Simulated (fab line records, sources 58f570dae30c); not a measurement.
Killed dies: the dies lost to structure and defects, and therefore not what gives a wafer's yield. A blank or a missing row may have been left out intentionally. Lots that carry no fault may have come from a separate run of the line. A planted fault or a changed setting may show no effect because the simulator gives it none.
Which tool was responsible? | flow berkeleyCmos170 | at 1 step of a route of 331, 7 lots with 21 wafers sampled

== WHAT THE GAUGES READ, wafer by wafer ==
UCB170_START_THK_MEAS_03.
lot  | measured    | on           | START_OXIDE_THK (nm)
L188 | day 2 02:33 | filmMetro-03 | 19.8 19.9 19.9
L190 | day 2 11:58 | filmMetro-02 | 19.2 19.5 19.5
L193 | day 3 01:40 | filmMetro-03 | 19.4 19.2 19.6
L196 | day 3 18:37 | filmMetro-03 | 20.2 19.8 20.0
L198 | day 4 03:14 | filmMetro-01 | 19.6 19.5 19.3
L204 | day 5 10:02 | filmMetro-03 | 20.2 19.8 20.1
L208 | day 6 07:02 | filmMetro-02 | 20.6 20.5 20.5

== WHAT TOOL EACH LOT RAN ON (gives the tool, then ch and the chambers of the sampled wafers, and finally the start) ==
The record holds no process step before these readings.

== THE ANSWER, worked out from the rows above alone ==
Rule: usual is defined by the lots themselves. The widest of any qualifying gaps counts: lots, ordered by their means at a reading, are off when they make up no more than a third of the lots, leave a main group of 4 or more, and stand apart from it by 3 or more times the standard deviation of that group's means. If all means in a main group match to the digits the tables above print for the reading, that group is not used. Also off: a lot with no number at a reading for which 4 or more lots have one. Where the step has rows for the other lots, those lots are counted as sound.
No lot is off at any reading shown: from this, nothing can be told.

== WHAT THE SIMULATOR HAD PUT IN ==
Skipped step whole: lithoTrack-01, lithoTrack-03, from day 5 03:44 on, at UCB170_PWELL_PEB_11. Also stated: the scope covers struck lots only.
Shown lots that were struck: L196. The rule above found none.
